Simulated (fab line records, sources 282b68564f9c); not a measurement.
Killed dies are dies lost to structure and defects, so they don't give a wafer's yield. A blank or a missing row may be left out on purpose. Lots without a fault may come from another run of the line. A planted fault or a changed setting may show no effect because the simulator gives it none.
Which tool did it? | flow rit_cmos | 14 lots, 42 wafers sampled, at 3 steps of a route of 202

WHAT THE GAUGES READ, wafer by wafer
RIT_PWELL_TW_MEAS_10. Usual: PWELL_TW 941, standard deviation 6.7.
lot  | measured    | on            | PWELL_TW    | flag
L723 | day 2 02:52 | film_metro-04 | 949 945 950 |
L725 | day 2 10:08 | film_metro-04 | 946 944 946 |
L726 | day 2 13:56 | film_metro-04 | 950 944 943 |
L728 | day 2 23:47 | film_metro-04 | 949 945 948 |
L729 | day 3 05:59 | film_metro-02 | 937 932 940 |
L730 | day 3 09:17 | film_metro-02 | 933 932 932 |
L731 | day 3 15:26 | film_metro-03 | 945 945 940 |
L732 | day 3 20:34 | film_metro-04 | 955 957 951 |
L734 | day 4 05:37 | film_metro-03 | 942 937 941 |
L735 | day 4 10:43 | film_metro-02 | 869 870 876 | OFF
L737 | day 4 22:29 | film_metro-03 | 870 871 872 | OFF
L742 | day 5 22:41 | film_metro-02 | 940 937 942 |
L744 | day 6 07:29 | film_metro-03 | 934 932 932 |
L745 | day 6 13:22 | film_metro-03 | 932 926 928 |

RIT_WELLDRIVE_RS_MEAS_02: measures by four-point-probe. Usual: PWELL_RS 429.9 ohm/sq, standard deviation 1.2.
lot  | measured    | on            | PWELL_RS (ohm/sq) | flag
L723 | day 2 08:43 | film_metro-02 | 429.8 430.4 430.7 |
L725 | day 2 15:24 | film_metro-02 | 430.3 430.8 432.6 |
L726 | day 2 19:30 | film_metro-03 | 430.0 430.2 430.3 |
L728 | day 3 06:17 | film_metro-04 | 430.8 429.7 429.4 |
L729 | day 3 11:16 | film_metro-02 | 431.1 430.4 429.5 |
L730 | day 3 14:33 | film_metro-04 | 430.9 428.9 429.2 |
L731 | day 3 20:41 | film_metro-02 | 426.2 427.8 428.2 |
L732 | day 4 01:49 | film_metro-04 | 427.7 428.0 428.0 |
L734 | day 4 10:53 | film_metro-04 | 429.7 428.5 428.6 |
L735 | day 4 15:59 | film_metro-04 | 498.9 498.6 497.4 | OFF
L737 | day 5 03:45 | film_metro-03 | 499.7 500.0 499.1 | OFF
L742 | day 6 04:25 | film_metro-02 | 430.4 430.2 428.8 |
L744 | day 6 12:46 | film_metro-02 | 429.0 429.1 429.7 |
L745 | day 6 18:39 | film_metro-02 | 428.4 430.2 428.5 |

WHICH TOOL RAN EACH LOT (tool, then ch and the chambers of the sampled wafers, then the start)
lot  | RIT_PWELL_IMPLANT_08
L723 | implanter-02 ch 0, day 2 02:32
L725 | implanter-02 ch 0, day 2 09:49
L726 | implanter-03 ch 0, day 2 13:37
L728 | implanter-03 ch 0, day 2 23:29
L729 | implanter-02 ch 0, day 3 05:41
L730 | implanter-01 ch 0, day 3 08:58
L731 | implanter-03 ch 0, day 3 15:06
L732 | implanter-02 ch 0, day 3 20:14
L734 | implanter-03 ch 0, day 4 05:19
L735 | implanter-03 ch 0, day 4 10:24
L737 | implanter-03 ch 0, day 4 22:10
L742 | implanter-02 ch 0, day 5 22:23
L744 | implanter-01 ch 0, day 6 07:11
L745 | implanter-02 ch 0, day 6 13:04
- RIT_PWELL_IMPLANT_08

WHAT THE TOOLS THEMSELVES READ (means of the sampled wafers that have a number; where no wafer has one, the mark that the record gives instead)
RIT_PWELL_IMPLANT_08. Usual: beam_on_s 10.01 s, standard deviation 0.21; dose_ions_cm2 7e+13, standard deviation 8.8e+10; faraday_current_uA 222, standard deviation 4.5; tilt_deg 7.001 degrees, standard deviation 0.019.
lot  | tool         | beam_on_s (s) | dose_ions_cm2 | faraday_current_uA | tilt_deg (degrees) | flag
L723 | implanter-02 | 10.15         | 7e+13         | 219                | 7.002              |
L725 | implanter-02 | 9.83          | 7e+13         | 226                | 7.011              |
L726 | implanter-03 | 10.06         | 7e+13         | 221                | 6.996              |
L728 | implanter-03 | 10.00         | 7e+13         | 223                | 7.000              |
L729 | implanter-02 | 10.24         | 7e+13         | 217                | 7.011              |
L730 | implanter-01 | 10.09         | 7e+13         | 220                | 6.989              |
L731 | implanter-03 | 10.02         | 7e+13         | 222                | 6.985              |
L732 | implanter-02 | 9.89          | 7e+13         | 225                | 7.021              |
L734 | implanter-03 | 10.00         | 7e+13         | 223                | 7.012              |
L735 | implanter-03 | 10.02         | 6e+13         | 175                | 6.999              | OFF
L737 | implanter-03 | 10.08         | 6e+13         | 174                | 6.996              | OFF
L742 | implanter-02 | 9.91          | 7e+13         | 224                | 7.015              |
L744 | implanter-01 | 10.09         | 7e+13         | 220                | 6.989              |
L745 | implanter-02 | 9.79          | 7e+13         | 226                | 7.008              |

THE ANSWER, worked out from the rows above alone
Rule: a lot is off if the mean of its wafers that have a number lies more than 3 standard deviations from the usual mean. A lot without any number at a reading at which 4 lots or more have one is off too. The other lots that the step has rows for count as sound. The gauges are gone through in route order, then the tools' own readings, and for those a lot's mean is taken as printed above. The first step at which some lot is off is used, and at that step the reading that is off furthest; a lot without a number counts as furthest.
Off: L735, L737, at RIT_PWELL_TW_MEAS_10 (PWELL_TW).
A tool fits if, at a process step before that reading, it ran every lot that is off, and no sound lot after the first of them. The gauges at RIT_PWELL_TW_MEAS_10 aren't tried: what is off there is off at RIT_PWELL_IMPLANT_08 too, on other tools, and a gauge's error can't cause that. One fits: implanter-03 at RIT_PWELL_IMPLANT_08. Its last sound lot is L734 (day 4 05:19), its first lot that is off L735 (day 4 10:24): a fault that began between those two fits.
The tool's own readings at RIT_PWELL_IMPLANT_08 bear it out: on the lots that are off they differ by more than 5 times the standard deviation of the sound lots' means. dose_ions_cm2 reads 6e+13 there against 7e+13 on the sound lots; faraday_current_uA reads 174 there against 222 on the sound lots.

WHAT THE SIMULATOR HAD PUT IN
Process parameter drift: implanter-03, from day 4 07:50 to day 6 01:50, at RIT_PWELL_IMPLANT_08. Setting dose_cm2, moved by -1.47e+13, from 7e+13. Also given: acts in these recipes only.
Lots struck among those shown: L735, L737. The rule above found the same.
